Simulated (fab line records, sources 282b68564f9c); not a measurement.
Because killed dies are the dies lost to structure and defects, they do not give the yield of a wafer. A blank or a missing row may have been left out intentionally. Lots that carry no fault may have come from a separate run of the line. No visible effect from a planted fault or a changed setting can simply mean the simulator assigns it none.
fab line records	flow ritCmos
[record] lots = 11	wafers = 33	lastDay = 7
route steps=202 shown PRETRO@73 GATE@81 PSD@151 M1@184
lots with no fault: from the same line, run without faults
startH: hours from the record's opening day to when the first of the lot's shown wafers began	waitH: hours since the lot's step before	" unchanged from the row above	L1.1+2: a row that stands for several wafers	- either no value or no given start	* or withheld: withheld	< > ~ a bound
route shown NAME@n: a module of which the file shows steps, and the number in the route of the first	usual: average and standard deviation across the fault-free wafers	same: alike in all rows	chamber/n: place in a boat	sites: per-site readings	_std_site: the standard deviation of these	_edge_site: inner sites' mean taken away from outer sites' mean	radiusMm: for every site, how far away it sits from the centre of the wafer	mask NAME#n: copy n	behind: tool/chamber where the wafer was last shaped	hold: cause of the lot's hold/its duration in hours/its outcome	device: transistor that didn't switch, given as n, p or np	end of line: the tests these same wafers got at the end of their route	where a step has no rows: the recipe by itself	killed: at the first sort, the dies lost to defects and structure; wafer yield is something else	map: per-die view of a wafer (x killed, . not killed, _ where there is no die)
set.NAME: the setting that was run; set.NAME@STEP: the one run at that earlier step	model.NAME: the simulator's own value behind a step, which no gauge read
route steps across a sampled set of lots; one table per step, one row per wafer
services: a tool's chamber out of use, with start hour (startH, from the record's first day; less than 0 if before it), hours out, and reason
[[steps]]
[step RIT_PRETRO_STRIP_09]
[recipe] chemistry = O2	timeS = 180	resist = NOVOLAK	platenTempC = withheld	powerW = 500	pressureMtorr = 4000	o2FlowSccm = 4000
[usual] drypumpMotorCurrentA = 5.8/0.57
lot.wafer	tool	chamber	startH	waitH	drypumpMotorCurrentA	rfHoursCounterH
L309.3	plasmaAsher-04	0	31.62	0.1	5.7	-
L309.5	"	0	"	"	5.7	-
L309.6	"	1	"	"	5.3	-
L310.1	plasmaAsher-04	1	37.69	0.1	5.3	25
L310.5	"	1	"	"	5.3	-
L310.6	"	0	"	"	5.7	-
L311.2	plasmaAsher-03	0	46.89	0.1	4.9	37
L311.3	"	1	"	"	6.2	-
L311.6	"	1	"	"	6.3	-
L312.1	plasmaAsher-04	1	53.28	0.1	5.3	26
L312.3	"	0	"	"	5.7	-
L312.6	"	1	"	"	5.3	-
L323.2	plasmaAsher-03	0	102.36	0.1	4.9	44
L323.5	"	0	"	"	4.9	-
L323.6	"	1	"	"	6.2	-
L324.2	plasmaAsher-01	1	107.90	0.1	5.9	47
L324.3	"	1	"	"	5.9	-
L324.5	"	1	"	"	5.9	-
L325.2	plasmaAsher-03	1	112.73	0.1	6.2	45
L325.5	"	1	"	"	6.3	-
L325.6	"	0	"	"	4.9	-
L327.1	plasmaAsher-04	1	121.30	0.1	5.3	34
L327.4	"	1	"	"	5.3	-
L327.5	"	1	"	"	5.3	-
L329.2	plasmaAsher-01	1	131.02	0.1	5.9	1
L329.5	"	0	"	"	6.7	-
L329.6	"	1	"	"	5.9	-
L330.3	plasmaAsher-01	0	137.25	0.1	6.6	-
L330.4	"	1	"	"	5.9	-
L330.6	"	1	"	"	5.9	-
L331.1	plasmaAsher-01	1	141.02	0.1	5.9	3
L331.4	"	1	"	"	5.9	-
L331.6	"	0	"	"	6.6	-
[step RIT_GATE_OXIDATION_05]
[recipe] tempC = 900	ambient = O2	targetThkA = 30	oxTimeS = 270
[usual] spikeTcCentreC = 902.2/1.1	spikeTcLoadC = 925/4.1	spikeTcSourceC = 924.2/3	tubeCenterTempC = 900/0.08	tube_center_temp_C_max = 902.3/0.37
lot.wafer	tool	chamber	startH	waitH	spikeTcCentreC	spikeTcLoadC	spikeTcSourceC	tubeCenterTempC	tube_center_temp_C_max
L309.3	furnace-03	0	35.78	3.5	901.3	921	930.0	899.85	902.3
L309.5	"	0	"	"	900.8	921	927.6	899.97	902.0
L309.6	"	0	"	"	903.1	920	928.1	900	902.5
L310.1	furnace-03	0	38.78	0.4	900.4	922	928.2	899.93	902.0
L310.5	"	0	"	"	901.2	920	927.5	899.92	902.4
L310.6	"	0	"	"	900.4	920	927.5	900.02	902.6
L311.2	furnace-03	0	48.16	0.6	903.3	919	928.8	899.99	902.4
L311.3	"	0	"	"	901.3	920	927.9	899.96	902.7
L311.6	"	0	"	"	900.9	921	929.5	899.8	901.5
L312.1	furnace-02	0	54.61	0.7	901.5	931	923.1	899.99	902.1
L312.3	"	0	"	"	901.7	931	920.3	900.04	902.8
L312.6	"	0	"	"	901.7	932	921.0	900.19	902.8
L323.2	furnace-01	0	103.51	0.5	916.7	940	937.4	914.86	916.6
L323.5	"	0	"	"	916.1	941	937.8	915.08	917.2
L323.6	"	0	"	"	918.2	938	937.5	914.97	917.1
L324.2	furnace-01	0	108.61	0.0	916.4	941	938.7	914.93	917.2
L324.3	"	0	"	"	918.1	942	936.5	915.12	917.3
L324.5	"	0	"	"	918.1	940	937.8	914.98	917.3
L325.2	furnace-02	0	113.73	0.3	902.6	932	919.2	899.99	902.6
L325.5	"	0	"	"	902.4	932	921.0	899.97	902.1
L325.6	"	0	"	"	902.0	930	923.1	899.84	902.0
L327.1	furnace-02	0	122.05	0.1	903.1	931	921.4	899.89	902.6
L327.4	"	0	"	"	899.9	931	921.4	900.12	902.3
L327.5	"	0	"	"	900.9	929	920.4	899.95	902.4
L329.2	furnace-03	0	131.75	0.0	900.8	923	928.6	899.92	902.2
L329.5	"	0	"	"	902.6	919	928.5	900.01	903.1
L329.6	"	0	"	"	903.0	923	928.1	900.01	901.8
L330.3	furnace-02	0	138.55	0.7	902.2	929	920.8	900.03	902.2
L330.4	"	0	"	"	901.2	931	920.3	899.94	901.6
L330.6	"	0	"	"	901.4	932	919.1	900.07	902.9
L331.1	furnace-03	0	142.99	1.3	901.4	921	928.6	899.91	902.4
L331.4	"	0	"	"	903.3	920	928.3	900.03	902.5
L331.6	"	0	"	"	901.7	922	928.8	899.99	902.8
[step RIT_GATE_THK_MEAS_07]
[recipe] reads = SiO2_of_GATE_OXIDATION_05
[usual] GATE_OXIDE_THK = 3.01/0.09
lot.wafer	tool	chamber	startH	waitH	GATE_OXIDE_THK[nm]
L309.3	filmMetro-01	-	37.85	0.0	2.87
L309.5	"	-	"	"	2.86
L309.6	"	-	"	"	2.82
L310.1	filmMetro-02	-	40.63	0.0	2.98
L310.5	"	-	"	"	3.00
L310.6	"	-	"	"	2.97
L311.2	filmMetro-01	-	49.49	0.0	2.88
L311.3	"	-	"	"	2.93
L311.6	"	-	"	"	2.89
L312.1	filmMetro-01	-	56.09	0.0	2.97
L312.3	"	-	"	"	3.01
L312.6	"	-	"	"	2.94
L323.2	filmMetro-01	-	104.85	0.0	3.65
L323.5	"	-	"	"	3.56
L323.6	"	-	"	"	3.62
L324.2	filmMetro-01	-	109.95	0.0	3.69
L324.3	"	-	"	"	3.65
L324.5	"	-	"	"	3.66
L325.2	filmMetro-03	-	115.07	0.0	3.03
L325.5	"	-	"	"	2.95
L325.6	"	-	"	"	2.92
L327.1	filmMetro-01	-	124.69	0.0	2.91
L327.4	"	-	"	"	2.94
L327.5	"	-	"	"	2.97
L329.2	filmMetro-02	-	134.09	0.0	3.09
L329.5	"	-	"	"	3.10
L329.6	"	-	"	"	3.05
L330.3	filmMetro-03	-	141.40	0.0	3.05
L330.4	"	-	"	"	2.99
L330.6	"	-	"	"	3.00
L331.1	filmMetro-02	-	145.63	0.0	3.03
L331.4	"	-	"	"	3.00
L331.6	"	-	"	"	2.93
[step RIT_PSD_STRIP_09]
[recipe] chemistry = O2	timeS = 180	resist = NOVOLAK	platenTempC = withheld	powerW = 500	pressureMtorr = 4000	o2FlowSccm = 4000
[usual] drypumpMotorCurrentA = 6.0/0.62
lot.wafer	tool	chamber	startH	waitH	drypumpMotorCurrentA	rfHoursCounterH
L309.3	plasmaAsher-01	0	54.55	0.1	6.6	-
L309.5	"	1	"	"	5.9	-
L309.6	"	0	"	"	6.6	-
L310.1	plasmaAsher-03	1	56.14	0.1	6.2	38
L310.5	"	1	"	"	6.3	-
L310.6	"	0	"	"	4.9	-
L311.2	plasmaAsher-02	0	64.33	0.1	6.6	43
L311.3	"	1	"	"	5.9	-
L311.6	"	0	"	"	6.6	-
L312.1	plasmaAsher-01	1	70.91	0.1	5.9	43
L312.3	"	1	"	"	5.9	-
L312.6	"	0	"	"	6.6	-
L323.2	plasmaAsher-01	0	120.32	0.1	6.6	0
L323.5	"	0	"	"	6.6	-
L323.6	"	1	"	"	5.9	-
L324.2	plasmaAsher-03	1	124.85	0.1	6.2	46
L324.3	"	1	"	"	6.2	-
L324.5	"	0	"	"	4.9	-
L325.2	plasmaAsher-03	0	129.77	0.1	4.8	47
L325.5	"	1	"	"	6.3	-
L325.6	"	0	"	"	4.9	-
L327.1	plasmaAsher-03	0	139.62	0.1	4.9	48
L327.4	"	0	"	"	4.9	-
L327.5	"	0	"	"	4.8	-
L329.2	plasmaAsher-01	0	149.75	0.1	6.6	3
L329.5	"	0	"	"	6.6	-
L329.6	"	1	"	"	5.9	-
L330.3	plasmaAsher-02	0	156.09	0.1	6.7	-
L330.4	"	1	"	"	5.9	-
L330.6	"	1	"	"	5.9	-
L331.1	plasmaAsher-03	1	160.66	0.1	6.2	50
L331.4	"	1	"	"	6.2	-
L331.6	"	1	"	"	6.2	-
[step RIT_M1_SPUTTER_00]
[recipe] material = Al	targetThkNm = 400	powerW = 2000	chamberPressurePa = 0.4	gas = Ar	timeS = 500	substrateTempC = 25
[usual] substrateTempC = 25.01/0.11	throttleValvePct = 30.1/0.71
lot.wafer	tool	chamber	startH	waitH	substrateTempC	throttleValvePct
L309.3	pvdSputter-01	-	58.49	0.0	24.97	30.7
L309.5	"	-	"	"	24.99	30.6
L309.6	"	-	"	"	24.91	30.9
L310.1	pvdSputter-02	-	60.23	0.0	24.78	29.7
L310.5	"	-	"	"	25.04	30.3
L310.6	"	-	"	"	24.91	29.9
L311.2	pvdSputter-03	-	68.99	0.0	24.71	29.5
L311.3	"	-	"	"	24.93	30.6
L311.6	"	-	"	"	25.01	28.8
L312.1	pvdSputter-02	-	75.17	0.0	24.97	29.9
L312.3	"	-	"	"	25.04	29.7
L312.6	"	-	"	"	25.11	30.5
L323.2	pvdSputter-02	-	124.23	0.0	24.87	28.9
L323.5	"	-	"	"	25.04	29.7
L323.6	"	-	"	"	24.82	29.9
L324.2	pvdSputter-01	-	128.92	0.0	24.96	31.1
L324.3	"	-	"	"	25.11	30.3
L324.5	"	-	"	"	24.96	29.3
L325.2	pvdSputter-02	-	133.67	0.0	25.06	28.9
L325.5	"	-	"	"	24.90	30.7
L325.6	"	-	"	"	24.93	29.9
L327.1	pvdSputter-02	-	143.71	0.0	25.18	30.6
L327.4	"	-	"	"	24.82	29.4
L327.5	"	-	"	"	24.94	29.8
L329.2	pvdSputter-02	-	154.16	0.0	25.17	28.8
L329.5	"	-	"	"	25.00	28.7
L329.6	"	-	"	"	24.96	30.6
L330.3	pvdSputter-01	-	160.09	0.0	25.03	31.1
L330.4	"	-	"	"	24.92	30.3
L330.6	"	-	"	"	25.13	30.6
L331.1	pvdSputter-02	-	164.61	0.0	24.95	28.7
L331.4	"	-	"	"	25.08	30.5
L331.6	"	-	"	"	25.08	30.5
[step RIT_M1_PROBE_99]
[usual] killedAtContacts = 0.2/0.38	killedAtFrontEnd = 6.7/3	killedDies = 6.9/3	killedOpen = 3.5/1.9	killedShort = 3.3/2
[same] grossDies = 264	killed_at_M0_to_M3 = 0	killed_at_M4_up = 0	killedAtBackSide = 0	killedAtOther = 0
lot.wafer	tool	chamber	startH	waitH	killedAtContacts	killedAtFrontEnd	killedDies	killedOpen	killedShort
L324.2	prober-02	-	133.50	0.1	1	7	8	3	5
L324.3	prober-02	-	133.55	0.2	0	4	4	3	1
L324.5	prober-02	-	133.65	0.2	0	7	7	4	3
L325.2	prober-01	-	138.72	0.1	0	4	4	3	1
L325.5	prober-01	-	138.87	0.2	0	6	6	3	3
L325.6	prober-01	-	138.92	0.2	0	7	7	4	3
L330.3	prober-02	-	164.98	0.2	0	3	3	2	1
L330.4	prober-02	-	165.03	0.2	0	7	7	3	4
L330.6	prober-02	-	165.13	0.2	1	6	7	5	2
// killed by level:class
L324.2 GATE:geometricParticle:short=2 SILICIDE:geometricParticle:short=2 FOX2:geometricParticle:short=1 SPACER:geometricParticle:open=1 SILICIDE:geometricParticle:open=1 CONTACT:geometricParticle:open=1
L324.3 FOX1:geometricParticle:open=1 FOX2:geometricParticle:short=1 FOX2:geometricParticle:open=1 GATE:geometricParticle:open=1
L324.5 SILICIDE:geometricParticle:open=2 FOX1:geometricParticle:short=1 FOX2:geometricParticle:short=1 GATE:geometricParticle:open=1 REOX:geometricParticle:short=1 SPACER:geometricParticle:open=1
L325.2 ACTIVE:geometricParticle:short=1 FOX2:geometricParticle:open=1 GATE:geometricParticle:open=1 SILICIDE:geometricParticle:open=1
L325.5 GATE:geometricParticle:short=2 REOX:geometricParticle:open=2 FOX1:geometricParticle:short=1 SPACER:geometricParticle:open=1
L325.6 GATE:geometricParticle:open=3 GATE:geometricParticle:short=3 SILICIDE:geometricParticle:open=1
L330.3 FOX1:geometricParticle:open=1 REOX:geometricParticle:open=1 SPACER:geometricParticle:short=1
L330.4 GATE:geometricParticle:open=2 GATE:geometricParticle:short=2 FOX1:geometricParticle:short=1 REOX:geometricParticle:open=1 SILICIDE:geometricParticle:short=1
L330.6 GATE:geometricParticle:open=2 SILICIDE:geometricParticle:short=2 FOX1:geometricParticle:open=1 SPACER:geometricParticle:open=1 CONTACT:geometricParticle:open=1
[[services]]
tool	chamber	startH	hours	kind
pvdSputter-03	-	35.44	8.2	repair
plasmaAsher-04	-	56.96	2.5	repair
furnace-01	-	60.62	2.9	pm
furnace-03	-	63.56	3.9	pm
furnace-02	-	79.21	3.8	pm
plasmaAsher-01	-	108.75	9.0	pm
plasmaAsher-01	0	108.75	9.0	ventCycle
plasmaAsher-01	1	108.75	9.0	ventCycle
pvdSputter-02	-	116.01	2.8	repair
plasmaAsher-01	0	117.75	-	clean
plasmaAsher-01	1	117.75	-	clean
furnace-01	-	133.37	13.4	pm
pvdSputter-02	-	138.33	1.5	repair
[[key]]
[firstSign] step = RIT_GATE_OXIDATION_05	reading = tubeCenterTempC	direction = up	sigmas = 99+	usual = *	struck = *
[effect] step = RIT_GATE_OXIDATION_05	reading = tube_center_temp_C_max	direction = up	sigmas = 40	usual = *	struck = *
[effect] step = RIT_GATE_THK_MEAS_07	reading = GATE_OXIDE_THK	direction = up	sigmas = 7	usual = 3.01	struck = 3.64
metAt RIT_GATE_OXIDATION_05
struckLots L323,L324
testerLeftOut L323,L324
notActingAt RIT_PRETRO_STRIP_09,RIT_PSD_STRIP_09,RIT_M1_SPUTTER_00
[fault] kind = processParameterDrift	tool = furnace-01	chamber = -	onsetH = 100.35	steps = RIT_GATE_OXIDATION_05	channel = tempC	offset = *	shape = step	endH = 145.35	actsIn = *	stated = *
// testerLeftOut: of these lots the tester's yield and bins aren't shown, on N5 and GAA mostly nor the transistor test; their killed dies are dies lost to structure and defects alone, not to doping, threshold or leakage, so they don't give the yield
